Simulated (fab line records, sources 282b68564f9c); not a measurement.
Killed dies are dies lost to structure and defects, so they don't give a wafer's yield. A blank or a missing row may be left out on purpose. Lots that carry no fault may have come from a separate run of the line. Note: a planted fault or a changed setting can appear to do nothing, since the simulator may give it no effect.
fab line records	flow ritCmos
record lots=13	wafers=39	lastDay=7
route steps=202 shown CONTACT@176 M1@184
lots untouched by any fault: they come from a run of this same line in which no faults occurred
startH: the number of hours between the record's first day and the start of the first shown wafer of the lot	waitH: hours elapsed since this lot's preceding step	" repeats the value in the row above	L1.1+2: a row that stands for several wafers	- no value, or no start given	* or withheld: withheld	< > ~ a bound
route shown NAME@n: names a module that has steps shown in the file, with the first one's number in the route	usual: mean/standard deviation taken from wafers without a fault	same: alike in all rows	chamber/n: place in a boat	sites: readings site by site	_std_site: the values' standard deviation	_edge_site: the outer-site mean with the inner-site mean subtracted	radiusMm: for every site, how far away it sits from the centre of the wafer	mask NAME#n: copy n	behind: the most recent tool/chamber to have shaped the wafer	hold: why the lot went on hold/how many hours it stayed there/how the hold came to an end	device: transistor that didn't switch, given as n, p or np	end of line: tests of these same wafers at the route's end	a step with no rows: only its recipe	killed: not the wafer's yield, but the dies lost to structure and defects at the first sort	map: the dies of a wafer, with x for killed, . for not killed, _ for no die there
set.NAME: setting as actually run; set.NAME@STEP: the setting as run at that earlier step	model.NAME: the simulator's own value behind a step, which no gauge read
the route's steps for a sample of lots (tables are steps, rows are wafers)
services: from which hour (startH, from the record's first day; less than 0 if before it) a tool's chamber was out of use, for how many hours, and why
## steps
# step RIT_CONTACT_CD_MEAS_08
# recipe targetCdNm=1000
# usual cdNm=1000.6/2.3
lot.wafer	tool	chamber	startH	waitH	cdNm
L411.1	cdSem-01	-	53.38	-	1000.9
L411.2	"	-	"	"	1000.4
L411.3	"	-	"	"	999.9
L412.2	cdSem-01	-	55.97	-	998.3
L412.3	"	-	"	"	999.2
L412.4	"	-	"	"	995.7
L413.1	cdSem-01	-	63.24	-	1002.4
L413.2	"	-	"	"	1001.9
L413.5	"	-	"	"	1002.3
L415.1	cdSem-01	-	73.74	-	1004.6
L415.4	"	-	"	"	1002.3
L415.5	"	-	"	"	1001.8
L417.1	cdSem-01	-	80.84	-	998.8
L417.2	"	-	"	"	999.0
L417.6	"	-	"	"	1000.9
L419.1	cdSem-02	-	91.34	-	1001.3
L419.3	"	-	"	"	1002.2
L419.6	"	-	"	"	1003.0
L420.1	cdSem-01	-	97.33	-	997.6
L420.4	"	-	"	"	1001.8
L420.5	"	-	"	"	998.9
L421.1	cdSem-02	-	101.94	-	1001.0
L421.3	"	-	"	"	1001.5
L421.5	"	-	"	"	1000.3
L422.1	cdSem-02	-	106.21	-	999.4
L422.4	"	-	"	"	998.7
L422.5	"	-	"	"	999.8
L423.1	cdSem-01	-	111.65	-	994.8
L423.3	"	-	"	"	999.0
L423.4	"	-	"	"	992.5
L428.2	cdSem-02	-	137.08	-	1003.1
L428.3	"	-	"	"	1002.8
L428.6	"	-	"	"	1001.3
L432.2	cdSem-02	-	158.57	-	1000.2
L432.3	"	-	"	"	1003.5
L432.4	"	-	"	"	1001.6
L434.3	cdSem-02	-	172.20	-	997.7
L434.4	"	-	"	"	995.2
L434.6	"	-	"	"	997.5
# step RIT_CONTACT_OVL_MEAS_09
# usual CONTACT_OVL=0.2/1.4
lot.wafer	tool	chamber	startH	waitH	CONTACT_OVL[nm]
L411.1	overlay-02	-	53.50	0.1	-0.8
L411.2	"	-	"	"	-0.7
L411.3	"	-	"	"	-0.3
L412.2	overlay-01	-	56.08	0.1	0.8
L412.3	"	-	"	"	0.6
L412.4	"	-	"	"	-0.6
L413.1	overlay-02	-	63.36	0.1	-1.9
L413.2	"	-	"	"	0.4
L413.5	"	-	"	"	-2.0
L415.1	overlay-02	-	73.86	0.1	1.0
L415.4	"	-	"	"	0.5
L415.5	"	-	"	"	-1.4
L417.1	overlay-01	-	80.96	0.1	-0.7
L417.2	"	-	"	"	-0.8
L417.6	"	-	"	"	-1.2
L419.1	overlay-01	-	91.46	0.1	1.6
L419.3	"	-	"	"	2.1
L419.6	"	-	"	"	3.7
L420.1	overlay-02	-	97.45	0.1	0.6
L420.4	"	-	"	"	1.1
L420.5	"	-	"	"	1.5
L421.1	overlay-02	-	102.06	0.1	1.2
L421.3	"	-	"	"	1.4
L421.5	"	-	"	"	2.0
L422.1	overlay-01	-	106.33	0.1	2.2
L422.4	"	-	"	"	1.4
L422.5	"	-	"	"	-0.3
L423.1	overlay-01	-	111.77	0.1	-0.6
L423.3	"	-	"	"	0.2
L423.4	"	-	"	"	0.4
L428.2	overlay-02	-	137.19	0.1	0.2
L428.3	"	-	"	"	0.3
L428.6	"	-	"	"	1.3
L432.2	overlay-01	-	158.67	0.1	-0.9
L432.3	"	-	"	"	-0.7
L432.4	"	-	"	"	-1.2
L434.3	overlay-01	-	172.29	0.1	2.8
L434.4	"	-	"	"	2.9
L434.6	"	-	"	"	3.7
# step RIT_M1_SPUTTER_00
# recipe material=Al	targetThkNm=400	powerW=2000	chamberPressurePa=0.4	gas=Ar	timeS=500	substrateTempC=25
# usual throttleValvePct=30.7/0.91
lot.wafer	tool	chamber	startH	waitH	throttleValvePct
L411.1	pvdSputter-02	-	54.52	0.0	31.1
L411.2	"	-	"	"	31.3
L411.3	"	-	"	"	30.1
L412.2	pvdSputter-04	-	57.10	0.0	30.3
L412.3	"	-	"	"	28.5
L412.4	"	-	"	"	29.9
L413.1	pvdSputter-03	-	64.40	0.0	30.5
L413.2	"	-	"	"	29.9
L413.5	"	-	"	"	30.8
L415.1	pvdSputter-03	-	74.88	0.0	32.5
L415.4	"	-	"	"	30.3
L415.5	"	-	"	"	32.2
L417.1	pvdSputter-03	-	81.98	0.0	29.8
L417.2	"	-	"	"	30.9
L417.6	"	-	"	"	30.4
L419.1	pvdSputter-03	-	92.49	0.0	32.2
L419.3	"	-	"	"	30.5
L419.6	"	-	"	"	32.4
L420.1	pvdSputter-02	-	98.47	0.0	31.4
L420.4	"	-	"	"	30.3
L420.5	"	-	"	"	30.9
L421.1	pvdSputter-03	-	103.08	0.0	29.8
L421.3	"	-	"	"	30.2
L421.5	"	-	"	"	30.7
L422.1	pvdSputter-02	-	107.67	0.0	31.3
L422.4	"	-	"	"	30.9
L422.5	"	-	"	"	30.0
L423.1	pvdSputter-03	-	112.82	0.0	32.2
L423.3	"	-	"	"	30.9
L423.4	"	-	"	"	29.9
L428.2	pvdSputter-02	-	138.21	0.0	31.3
L428.3	"	-	"	"	31.5
L428.6	"	-	"	"	31.4
L432.2	pvdSputter-02	-	159.71	0.0	31.3
L432.3	"	-	"	"	31.4
L432.4	"	-	"	"	31.0
L434.3	pvdSputter-02	-	173.30	0.0	31.3
L434.4	"	-	"	"	31.3
L434.6	"	-	"	"	31.0
# step RIT_M1_RS_MEAS_01
# recipe thkMeasGauge=four-point-probe	reads=Al_of_M1_SPUTTER_00
# usual M1_AL_RS=0.0733/0.00076
lot.wafer	tool	chamber	startH	waitH	hold	M1_AL_RS[ohm/sq]
L411.1	filmMetro-02	-	54.82	0.1	-	0.0740
L411.2	"	-	"	"	-	0.0741
L411.3	"	-	"	"	-	0.0751
L412.2	filmMetro-03	-	57.41	0.2	-	0.0727
L412.3	"	-	"	"	-	0.0732
L412.4	"	-	"	"	-	0.0727
L413.1	filmMetro-02	-	64.70	0.1	-	0.0739
L413.2	"	-	"	"	-	0.0730
L413.5	"	-	"	"	-	0.0739
L415.1	filmMetro-02	-	75.18	0.1	-	0.0717
L415.4	"	-	"	"	-	0.0722
L415.5	"	-	"	"	-	0.0722
L417.1	filmMetro-03	-	82.28	0.1	-	0.0724
L417.2	"	-	"	"	-	0.0731
L417.6	"	-	"	"	-	0.0728
L419.1	filmMetro-04	-	92.78	0.1	awaitDispo/0.2h/release	0.0531
L419.3	"	-	"	"	awaitDispo/0.2h/release	0.0533
L419.6	"	-	"	"	awaitDispo/0.2h/release	0.0534
L419.1	filmMetro-04	-	93.73	0.9	-	0.0533
L419.3	"	-	"	"	-	0.0535
L419.6	"	-	"	"	-	0.0534
L420.1	filmMetro-03	-	98.77	0.1	-	0.0726
L420.4	"	-	"	"	-	0.0735
L420.5	"	-	"	"	-	0.0731
L421.1	filmMetro-02	-	103.38	0.1	awaitDispo/0.2h/release	0.0527
L421.3	"	-	"	"	awaitDispo/0.2h/release	0.0529
L421.5	"	-	"	"	awaitDispo/0.2h/release	0.0529
L421.1	filmMetro-02	-	103.66	0.3	-	0.0526
L421.3	"	-	"	"	-	0.0530
L421.5	"	-	"	"	-	0.0528
L422.1	filmMetro-04	-	107.96	0.1	-	0.0740
L422.4	"	-	"	"	-	0.0740
L422.5	"	-	"	"	-	0.0738
L423.1	filmMetro-04	-	113.11	0.1	awaitDispo/0.2h/release	0.0533
L423.3	"	-	"	"	awaitDispo/0.2h/release	0.0534
L423.4	"	-	"	"	awaitDispo/0.2h/release	0.0530
L423.1	filmMetro-04	-	113.40	0.3	-	0.0535
L423.3	"	-	"	"	-	0.0534
L423.4	"	-	"	"	-	0.0531
L428.2	filmMetro-03	-	138.52	0.2	-	0.0727
L428.3	"	-	"	"	-	0.0730
L428.6	"	-	"	"	-	0.0727
L432.2	filmMetro-03	-	160.02	0.2	-	0.0733
L432.3	"	-	"	"	-	0.0743
L432.4	"	-	"	"	-	0.0741
L434.3	filmMetro-04	-	173.64	0.2	-	0.0740
L434.4	"	-	"	"	-	0.0734
L434.6	"	-	"	"	-	0.0739
# step RIT_M1_THK_MEAS_02
# recipe thkMeasGauge=xrf	reads=Al_of_M1_SPUTTER_00
# usual M1_AL_THK=405/4.4
lot.wafer	tool	chamber	startH	waitH	hold	M1_AL_THK[nm]
L411.1	filmMetro-02	-	54.94	0.1	-	401
L411.2	"	-	"	"	-	401
L411.3	"	-	"	"	-	397
L412.2	filmMetro-03	-	57.52	0.1	-	404
L412.3	"	-	"	"	-	403
L412.4	"	-	"	"	-	406
L413.1	filmMetro-02	-	64.82	0.1	-	400
L413.2	"	-	"	"	-	404
L413.5	"	-	"	"	-	404
L415.1	filmMetro-02	-	75.30	0.1	-	412
L415.4	"	-	"	"	-	413
L415.5	"	-	"	"	-	408
L417.1	filmMetro-03	-	82.40	0.1	-	410
L417.2	"	-	"	"	-	407
L417.6	"	-	"	"	-	407
L420.1	filmMetro-03	-	98.89	0.1	-	410
L420.4	"	-	"	"	-	401
L420.5	"	-	"	"	-	407
L419.1	filmMetro-04	-	99.65	5.9	awaitDispo/0.2h/release	555
L419.3	"	-	"	"	awaitDispo/0.2h/release	551
L419.6	"	-	"	"	awaitDispo/0.2h/release	554
L419.1	filmMetro-04	-	99.87	0.2	-	555
L419.3	"	-	"	"	-	551
L419.6	"	-	"	"	-	553
L421.1	filmMetro-02	-	106.90	3.2	awaitDispo/0.2h/release	560
L421.3	"	-	"	"	awaitDispo/0.2h/release	559
L421.5	"	-	"	"	awaitDispo/0.2h/release	558
L421.1	filmMetro-02	-	107.13	0.2	-	560
L421.3	"	-	"	"	-	555
L421.5	"	-	"	"	-	559
L422.1	filmMetro-04	-	108.08	0.1	-	401
L422.4	"	-	"	"	-	401
L422.5	"	-	"	"	-	402
L423.1	filmMetro-04	-	120.15	6.7	awaitDispo/0.2h/release	549
L423.3	"	-	"	"	awaitDispo/0.2h/release	550
L423.4	"	-	"	"	awaitDispo/0.2h/release	553
L423.1	filmMetro-04	-	120.38	0.2	-	551
L423.3	"	-	"	"	-	551
L423.4	"	-	"	"	-	554
L428.2	filmMetro-03	-	138.63	0.1	-	405
L428.3	"	-	"	"	-	405
L428.6	"	-	"	"	-	409
L432.2	filmMetro-03	-	160.13	0.1	-	404
L432.3	"	-	"	"	-	401
L432.4	"	-	"	"	-	399
L434.3	filmMetro-04	-	173.74	0.1	-	400
L434.4	"	-	"	"	-	406
L434.6	"	-	"	"	-	399
# step RIT_M1_CD_MEAS_09
# recipe targetCdNm=2600
# usual cdNm=2600.3/2.4
lot.wafer	tool	chamber	startH	waitH	cdNm
L411.1	cdSem-02	-	56.00	-	2598.5
L411.2	"	-	"	"	2597.2
L411.3	"	-	"	"	2598.6
L412.2	cdSem-02	-	58.75	-	2603.0
L412.3	"	-	"	"	2600.4
L412.4	"	-	"	"	2600.1
L413.1	cdSem-01	-	65.88	-	2601.3
L413.2	"	-	"	"	2600.3
L413.5	"	-	"	"	2599.9
L415.1	cdSem-02	-	76.30	-	2601.8
L415.4	"	-	"	"	2599.6
L415.5	"	-	"	"	2600.4
L417.1	cdSem-01	-	83.34	-	2598.0
L417.2	"	-	"	"	2601.7
L417.6	"	-	"	"	2599.8
L420.1	cdSem-01	-	99.83	-	2597.7
L420.4	"	-	"	"	2599.2
L420.5	"	-	"	"	2601.4
L419.1	cdSem-01	-	105.74	-	2600.7
L419.3	"	-	"	"	2602.9
L419.6	"	-	"	"	2601.7
L422.1	cdSem-02	-	109.02	-	2598.7
L422.4	"	-	"	"	2598.8
L422.5	"	-	"	"	2596.1
L421.1	cdSem-02	-	109.57	-	2598.9
L421.3	"	-	"	"	2599.6
L421.5	"	-	"	"	2600.0
L423.1	cdSem-02	-	126.61	-	2598.0
L423.3	"	-	"	"	2600.2
L423.4	"	-	"	"	2596.7
L428.2	cdSem-02	-	139.58	-	2605.8
L428.3	"	-	"	"	2605.1
L428.6	"	-	"	"	2608.3
L432.2	cdSem-02	-	161.08	-	2599.6
L432.3	"	-	"	"	2600.2
L432.4	"	-	"	"	2599.0
L434.3	cdSem-01	-	174.95	-	2599.7
L434.4	"	-	"	"	2602.1
L434.6	"	-	"	"	2600.9
# step RIT_M1_METAL_ETCH_12
# recipe stopOn=SiO2	chemistry=Cl2/BCl3	target=Al	timeS=165	overEtchFrac=0.5	pressureMtorr=100	targetDepthA=6000	rfW=253	Cl2_flow_sccm=60	bcl3FlowSccm=50
# usual drypumpMotorCurrentA=5.66/0.27	oesProductAu=0.776/0.013	throttleValvePct=8.30/0.14
lot.wafer	tool	chamber	startH	waitH	drypumpMotorCurrentA	oesProductAu	rfHoursCounterH	throttleValvePct
L411.1	rieMetal-03	1	56.51	0.2	5.48	0.779	2.2	8.25
L411.2	"	0	"	"	5.88	0.757	2.2	8.22
L411.3	"	0	"	"	5.85	0.755	-	8.24
L412.2	rieMetal-01	1	59.14	0.2	5.16	0.760	4.3	8.39
L412.3	"	0	"	"	5.86	0.785	-	8.12
L412.4	"	1	"	"	5.15	0.759	-	8.39
L413.1	rieMetal-02	1	66.29	0.2	5.85	0.771	0.6	8.56
L413.2	"	0	"	"	5.71	0.791	0.6	8.26
L413.5	"	0	"	"	5.71	0.781	-	8.26
L415.1	rieMetal-01	0	76.71	0.2	5.87	0.802	4.5	8.10
L415.4	"	0	"	"	5.86	0.801	-	8.12
L415.5	"	1	"	"	5.15	0.765	-	8.39
L417.1	rieMetal-03	0	83.74	0.2	5.85	0.772	2.7	8.22
L417.2	"	1	"	"	5.48	0.788	2.3	8.25
L417.6	"	0	"	"	5.85	0.770	-	8.24
L420.1	rieMetal-03	0	100.23	0.2	5.91	0.771	2.9	8.24
L420.4	"	1	"	"	5.48	0.783	-	8.26
L420.5	"	1	"	"	5.51	0.776	-	8.24
L419.1	rieMetal-02	1	106.14	0.2	5.88	0.933	0.9	8.53
L419.3	"	0	"	"	5.74	0.952	-	8.24
L419.6	"	1	"	"	5.87	0.933	-	8.54
L422.1	rieMetal-02	0	109.43	0.2	5.73	0.777	1.1	8.25
L422.4	"	1	"	"	5.84	0.772	-	8.55
L422.5	"	0	"	"	5.71	0.778	-	8.25
L421.1	rieMetal-01	1	109.97	0.2	5.16	0.920	4.9	8.37
L421.3	"	0	"	"	5.83	0.965	-	8.09
L421.5	"	1	"	"	5.11	0.927	-	8.38
L423.1	rieMetal-03	1	127.02	0.2	5.48	0.952	2.7	8.23
L423.3	"	1	"	"	5.52	0.950	-	8.22
L423.4	"	0	"	"	5.88	0.925	-	8.21
L428.2	rieMetal-02	0	139.97	0.2	5.71	0.794	1.5	8.27
L428.3	"	1	"	"	5.89	0.780	-	8.55
L428.6	"	0	"	"	5.75	0.793	-	8.25
L432.2	rieMetal-03	1	161.47	0.2	5.48	0.777	3.2	8.23
L432.3	"	1	"	"	5.49	0.779	-	8.25
L432.4	"	0	"	"	5.90	0.767	-	8.24
L434.3	rieMetal-02	1	175.50	0.2	5.87	0.776	-	8.56
L434.4	"	0	"	"	5.71	0.780	-	8.25
L434.6	"	1	"	"	5.90	0.777	-	8.57
# step RIT_M1_PROBE_99
# usual defectLimitedYield=97.5/1.2	killed_at_M0_to_M3=0/0	killedAtContacts=0.1/0.24	killedAtFrontEnd=7/3	killedDies=7/3	killedOpen=3.2/1.8	killedShort=3.5/2.1	sort_bin_3_pad_short=0.1/0.2	sort_bin_5_function=1.5/0.92	sort_bin_6_memory=0.9/0.6	sortNPass=257/3	sortYieldPct=97.5/1.2
# same grossDies=264	killed_at_M4_up=0	killedAtBackSide=0	killedAtOther=0
lot.wafer	tool	chamber	startH	waitH	hold	defectLimitedYield[%]	killed_at_M0_to_M3	killedAtContacts	killedAtFrontEnd	killedDies	killedOpen	killedShort	sort_bin_3_pad_short[%]	sort_bin_5_function[%]	sort_bin_6_memory[%]	sortNPass	sortYieldPct[%]
L411.1	prober-01	-	58.78	0.1	-	97.0	0	0	8	8	4	4	0	2.7	0.4	256	97.0
L411.2	prober-01	-	58.83	0.1	-	97.3	0	0	7	7	5	2	0	1.9	0.8	257	97.3
L411.3	prober-01	-	58.88	0.2	-	96.6	0	1	8	9	2	7	0.4	1.5	1.5	255	96.6
L412.2	prober-02	-	61.44	0.1	-	97.0	0	0	8	8	2	6	0.8	0.8	1.5	256	97.0
L412.3	prober-02	-	61.49	0.2	-	96.6	0	0	9	9	5	4	0	1.1	2.3	255	96.6
L412.4	prober-02	-	61.54	0.2	-	98.1	0	0	5	5	2	3	0	1.1	0.8	259	98.1
L413.1	prober-01	-	68.54	0.1	-	99.2	0	0	2	2	1	1	0	0.4	0.4	262	99.2
L413.2	prober-01	-	68.59	0.1	-	97.7	0	0	6	6	1	5	0.4	1.1	0.8	258	97.7
L413.5	prober-01	-	68.74	0.2	-	99.2	0	0	2	2	2	0	0	0.8	0	262	99.2
L415.1	prober-01	-	78.96	0.1	-	96.6	0	0	9	9	5	4	0	2.3	1.1	255	96.6
L415.4	prober-01	-	79.11	0.2	-	97.3	0	0	7	7	6	1	0	2.3	0.4	257	97.3
L415.5	prober-01	-	79.16	0.2	-	97.7	0	0	6	6	4	2	0.4	1.5	0.4	258	97.7
L417.1	prober-02	-	86.00	0.1	-	96.2	0	0	10	10	4	6	0.4	1.9	1.5	254	96.2
L417.2	prober-02	-	86.05	0.1	-	98.1	0	0	5	5	5	0	0	0.4	1.5	259	98.1
L417.6	prober-02	-	86.25	0.2	-	97.3	0	0	7	7	2	5	0.4	1.5	0.8	257	97.3
L420.1	prober-01	-	102.66	0.1	-	98.1	0	0	5	5	3	2	0	1.1	0.8	259	98.1
L420.4	prober-01	-	102.81	0.2	-	97.7	0	0	6	6	2	4	0	1.1	1.1	258	97.7
L420.5	prober-01	-	102.86	0.2	-	95.1	0	0	13	13	6	7	0	3.0	1.9	251	95.1
L422.1	prober-01	-	111.73	0.1	-	97.7	0	0	6	6	2	4	0	1.9	0.4	258	97.7
L422.4	prober-01	-	111.88	0.2	-	98.1	0	0	5	5	2	3	0.4	1.5	0	259	98.1
L422.5	prober-01	-	111.93	0.2	-	98.9	0	0	3	3	2	1	0	0.8	0.4	261	98.9
L421.1	prober-02	-	115.11	2.7	awaitDispo/2.6h/release	98.1	1	0	4	5	4	0	0	1.5	0.4	259	98.1
L421.3	prober-02	-	115.21	2.8	awaitDispo/2.6h/release	98.9	0	0	3	3	3	0	0	0.8	0.4	261	98.9
L421.5	prober-02	-	115.31	2.8	awaitDispo/2.6h/release	97.7	0	1	5	6	2	4	0	0.8	1.5	258	97.7
L419.1	prober-02	-	117.49	8.9	awaitDispo/8.8h/release	98.1	1	0	4	5	2	2	0	1.9	0	259	98.1
L419.3	prober-02	-	117.59	9.0	awaitDispo/8.8h/release	97.7	0	0	6	6	4	2	0	0.4	1.9	258	97.7
L419.6	prober-02	-	117.74	9.1	awaitDispo/8.8h/release	96.6	1	0	8	9	6	2	0.4	2.3	0.8	255	96.6
L423.1	prober-02	-	132.46	3.0	awaitDispo/2.9h/release	95.5	0	0	12	12	6	6	0	3.4	1.1	252	95.5
L423.3	prober-02	-	132.56	3.0	awaitDispo/2.9h/release	95.5	0	1	11	12	5	7	0.4	3.4	0.8	252	95.5
L423.4	prober-02	-	132.61	3.1	awaitDispo/2.9h/release	95.1	0	0	13	13	6	7	0.4	3.8	0.8	251	95.1
L428.2	prober-01	-	142.28	0.1	-	94.3	0	0	15	15	8	7	0	4.5	1.1	249	94.3
L428.3	prober-01	-	142.33	0.2	-	95.5	0	0	12	12	5	7	0	3.8	0.8	252	95.5
L428.6	prober-01	-	142.48	0.2	-	97.3	0	0	7	7	3	4	0	1.9	0.8	257	97.3
L432.2	prober-01	-	163.77	0.1	-	98.1	0	0	5	5	4	1	0.4	1.5	0	259	98.1
L432.3	prober-01	-	163.82	0.2	-	97.7	0	0	6	6	2	4	0	0.8	1.5	258	97.7
L432.4	prober-01	-	163.87	0.2	-	97.7	0	1	5	6	3	3	0	0.8	1.5	258	97.7
L434.3	prober-01	-	177.79	0.2	-	98.9	0	0	3	3	1	2	0	1.1	0	261	98.9
L434.4	prober-01	-	177.84	0.2	-	98.9	0	0	3	3	2	1	0	0.8	0.4	261	98.9
L434.6	prober-01	-	177.94	0.2	-	97.0	0	0	8	8	5	3	0.4	1.9	0.8	256	97.0
# killed by level:class
L411.1 FOX1:geometricParticle:short=2 FOX1:geometricParticle:open=2 GATE:geometricParticle:open=2 ACTIVE:geometricParticle:short=1 SPACER:geometricParticle:short=1
L411.2 SPACER:geometricParticle:open=3 FOX1:geometricParticle:open=2 GATE:geometricParticle:short=1 SPACER:geometricParticle:short=1
L411.3 GATE:geometricParticle:short=3 FOX1:geometricParticle:short=2 SPACER:geometricParticle:short=2 SPACER:geometricParticle:open=1 CONTACT:geometricParticle:open=1
L412.2 GATE:geometricParticle:short=5 FOX2:geometricParticle:open=1 SPACER:geometricParticle:open=1 SILICIDE:geometricParticle:short=1
L412.3 GATE:geometricParticle:open=3 SPACER:geometricParticle:open=2 FOX1:geometricParticle:short=1 FOX2:geometricParticle:short=1 GATE:geometricParticle:short=1 REOX:geometricParticle:short=1
L412.4 GATE:geometricParticle:open=2 FOX1:geometricParticle:short=1 FOX2:geometricParticle:short=1 SPACER:geometricParticle:short=1
L413.1 GATE:geometricParticle:short=1 GATE:geometricParticle:open=1
L413.2 SPACER:geometricParticle:short=3 FOX2:geometricParticle:short=1 GATE:geometricParticle:short=1 REOX:geometricParticle:open=1
L413.5 FOX2:geometricParticle:open=1 REOX:geometricParticle:open=1
L415.1 GATE:geometricParticle:open=2 GATE:geometricParticle:short=2 REOX:geometricParticle:open=2 REOX:geometricParticle:short=2 SILICIDE:geometricParticle:open=1
L415.4 GATE:geometricParticle:open=3 SILICIDE:geometricParticle:open=2 FOX2:geometricParticle:open=1 REOX:geometricParticle:short=1
L415.5 GATE:geometricParticle:open=2 REOX:geometricParticle:open=1 REOX:geometricParticle:short=1 SILICIDE:geometricParticle:open=1 SILICIDE:geometricParticle:short=1
L417.1 GATE:geometricParticle:open=2 GATE:geometricParticle:short=2 FOX1:geometricParticle:short=1 FOX2:geometricParticle:short=1 SPACER:geometricParticle:short=1 SPACER:geometricParticle:open=1 SILICIDE:geometricParticle:open=1 SILICIDE:geometricParticle:short=1
L417.2 GATE:geometricParticle:open=2 SILICIDE:geometricParticle:open=2 FOX2:geometricParticle:open=1
L417.6 REOX:geometricParticle:short=2 FOX1:geometricParticle:open=1 FOX1:geometricParticle:short=1 FOX2:geometricParticle:short=1 GATE:geometricParticle:open=1 SPACER:geometricParticle:short=1
L420.1 SILICIDE:geometricParticle:open=2 FOX1:geometricParticle:short=1 FOX1:geometricParticle:open=1 REOX:geometricParticle:short=1
L420.4 SPACER:geometricParticle:short=2 SILICIDE:geometricParticle:open=2 FOX1:geometricParticle:short=1 GATE:geometricParticle:short=1
L420.5 FOX1:geometricParticle:short=5 GATE:geometricParticle:open=4 REOX:geometricParticle:open=2 FOX2:geometricParticle:short=1 SILICIDE:geometricParticle:short=1
L422.1 REOX:geometricParticle:open=2 FOX1:geometricParticle:short=1 FOX2:geometricParticle:short=1 GATE:geometricParticle:short=1 SILICIDE:geometricParticle:short=1
L422.4 GATE:geometricParticle:short=2 GATE:geometricParticle:open=1 SPACER:geometricParticle:open=1 SILICIDE:geometricParticle:short=1
L422.5 GATE:geometricParticle:open=1 REOX:geometricParticle:short=1 SPACER:geometricParticle:open=1
L421.1 GATE:geometricParticle:open=2 SPACER:geometricParticle:open=1 SILICIDE:geometricParticle:open=1 M1:areaEtch=1
L421.3 ACTIVE:geometricParticle:open=1 REOX:geometricParticle:open=1 SILICIDE:geometricParticle:open=1
L421.5 FOX1:geometricParticle:open=1 FOX2:geometricParticle:short=1 REOX:geometricParticle:short=1 SPACER:geometricParticle:short=1 SILICIDE:geometricParticle:short=1 CONTACT:geometricParticle:open=1
L419.1 SILICIDE:geometricParticle:short=2 FOX1:geometricParticle:open=1 GATE:geometricParticle:open=1 M1:areaEtch=1
L419.3 GATE:geometricParticle:open=2 GATE:geometricParticle:short=2 FOX1:geometricParticle:open=1 SPACER:geometricParticle:open=1
L419.6 GATE:geometricParticle:open=2 REOX:geometricParticle:open=2 GATE:geometricParticle:short=1 REOX:geometricParticle:short=1 SPACER:geometricParticle:open=1 SILICIDE:geometricParticle:open=1 M1:areaEtch=1
L423.1 SPACER:geometricParticle:open=4 GATE:geometricParticle:short=3 GATE:geometricParticle:open=2 SPACER:geometricParticle:short=2 FOX2:geometricParticle:short=1
L423.3 SPACER:geometricParticle:short=3 SPACER:geometricParticle:open=2 FOX1:geometricParticle:open=1 FOX2:geometricParticle:open=1 FOX2:geometricParticle:short=1 GATE:geometricParticle:short=1 GATE:geometricParticle:open=1 REOX:geometricParticle:short=1
L423.4 FOX1:geometricParticle:short=3 FOX1:geometricParticle:open=2 SPACER:geometricParticle:short=2 SILICIDE:geometricParticle:open=2 FOX2:geometricParticle:short=1 GATE:geometricParticle:open=1 REOX:geometricParticle:short=1 SPACER:geometricParticle:open=1
L428.2 FOX1:geometricParticle:open=3 REOX:geometricParticle:short=3 FOX1:geometricParticle:short=2 REOX:geometricParticle:open=2 SPACER:geometricParticle:open=2 GATE:geometricParticle:short=1 SPACER:geometricParticle:short=1 SILICIDE:geometricParticle:open=1
L428.3 FOX1:geometricParticle:short=3 FOX1:geometricParticle:open=3 REOX:geometricParticle:short=2 GATE:geometricParticle:short=1 REOX:geometricParticle:open=1 SPACER:geometricParticle:short=1 SILICIDE:geometricParticle:open=1
L428.6 GATE:geometricParticle:open=2 REOX:geometricParticle:short=2 FOX1:geometricParticle:short=1 FOX1:geometricParticle:open=1 GATE:geometricParticle:short=1
L432.2 FOX2:geometricParticle:open=2 FOX1:geometricParticle:short=1 FOX1:geometricParticle:open=1 SPACER:geometricParticle:open=1
L432.3 FOX1:geometricParticle:short=1 GATE:geometricParticle:short=1 REOX:geometricParticle:open=1 SPACER:geometricParticle:open=1 SPACER:geometricParticle:short=1 SILICIDE:geometricParticle:short=1
L432.4 GATE:geometricParticle:open=2 FOX1:geometricParticle:open=1 GATE:geometricParticle:short=1 SPACER:geometricParticle:short=1 CONTACT:geometricParticle:short=1
L434.3 FOX1:geometricParticle:open=1 GATE:geometricParticle:short=1 REOX:geometricParticle:short=1
L434.4 SPACER:geometricParticle:open=1 SILICIDE:geometricParticle:open=1 SILICIDE:geometricParticle:short=1
L434.6 GATE:geometricParticle:open=2 REOX:geometricParticle:short=2 REOX:geometricParticle:open=2 FOX1:geometricParticle:open=1 GATE:geometricParticle:short=1
## services
tool	chamber	startH	hours	kind
pvdSputter-02	-	42.87	1.9	repair
rieMetal-02	-	44.62	14.6	pm
rieMetal-03	-	48.69	2.8	pm
rieMetal-02	-	64.48	0.8	repair
rieMetal-03	1	68.33	10.2	repair
rieMetal-02	1	69.28	1.9	repair
pvdSputter-04	-	86.09	1.1	repair
rieMetal-03	-	109.74	0.2	repair
rieMetal-01	-	113.37	4.3	pm
pvdSputter-04	-	144.10	7.5	repair
## key
firstSign step=RIT_M1_RS_MEAS_01	reading=visit	direction=added
effect step=RIT_M1_RS_MEAS_01	reading=M1_AL_RS	direction=down	sigmas=27	usual=0.0733	struck=0.0531
effect step=RIT_M1_THK_MEAS_02	reading=visit	direction=added
effect step=RIT_M1_THK_MEAS_02	reading=M1_AL_THK	direction=up	sigmas=34	usual=405	struck=554
effect step=RIT_M1_METAL_ETCH_12	reading=oesProductAu	direction=up	sigmas=13	usual=0.776	struck=0.940
metAt RIT_M1_SPUTTER_00
struckLots L419,L421,L423
notActingAt RIT_CONTACT_CD_MEAS_08,RIT_CONTACT_OVL_MEAS_09,RIT_M1_CD_MEAS_09
onsetBetween 81.98 92.49
fault kind=processParameterDrift	tool=pvdSputter-03	chamber=-	onsetH=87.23	steps=RIT_M1_SPUTTER_00	channel=targetThkNm	offset=148.6	shape=step	endH=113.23	actsIn=theseRecipesOnly	stated=400
